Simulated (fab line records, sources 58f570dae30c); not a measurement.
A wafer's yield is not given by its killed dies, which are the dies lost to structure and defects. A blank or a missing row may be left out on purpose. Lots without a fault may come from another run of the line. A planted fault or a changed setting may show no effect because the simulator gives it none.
Which of the tools did it?	flow berkeley cmos170	6 lots with 18 wafers sampled at 2 steps, on a route of 331 steps

## WHAT THE GAUGES READ, wafer by wafer
UCB170_SILICIDE_RS_MEAS_02: measures by four-point-probe.
lot	measured	on	SILICIDE_TI_RS (ohm/sq)
L794	day 7 18:20	film metro-04	25.9 25.8 25.8
L797	day 8 13:11	film metro-04	26.5 25.9 26.6
L802	day 8 23:37	film metro-04	26.4 26.1 25.9
L801	day 9 00:10	film metro-03	26.3 25.8 26.4
L808	day 10 16:59	film metro-03	26.0 26.1 26.0
L811	day 11 12:05	film metro-04	26.4 25.9 26.4

## WHICH TOOL RAN EACH LOT (tool, then ch and the chambers of the sampled wafers, then the start)
lot	UCB170_SILICIDE_SPUTTER_01
L794	pvd sputter-02, day 7 18:18
L797	pvd sputter-01, day 8 13:07
L802	pvd sputter-01, day 8 23:32
L801	pvd sputter-01, day 9 00:08
L808	pvd sputter-03, day 10 16:57
L811	pvd sputter-03, day 11 12:01
- UCB170_SILICIDE_SPUTTER_01: material Ti, target thk 30 nm, time 25 s.

## THE ANSWER, worked out from the rows above alone
Rule: what is usual is taken from the lots themselves. Put in order of their means at a reading, lots are off if they are a third of the lots or fewer, leave a main group of 4 or more, and stand apart from it by a gap of 3 or more times the standard deviation of the main group's means; of several such gaps the widest counts. If all means in a main group match to the digits the tables above print for the reading, that group is not used. A lot without any number at a reading at which 4 lots or more have one is off too. All remaining lots with rows at the step are treated as sound.
No lot is off at any reading shown: from this, nothing can be told.

## WHAT THE SIMULATOR HAD PUT IN
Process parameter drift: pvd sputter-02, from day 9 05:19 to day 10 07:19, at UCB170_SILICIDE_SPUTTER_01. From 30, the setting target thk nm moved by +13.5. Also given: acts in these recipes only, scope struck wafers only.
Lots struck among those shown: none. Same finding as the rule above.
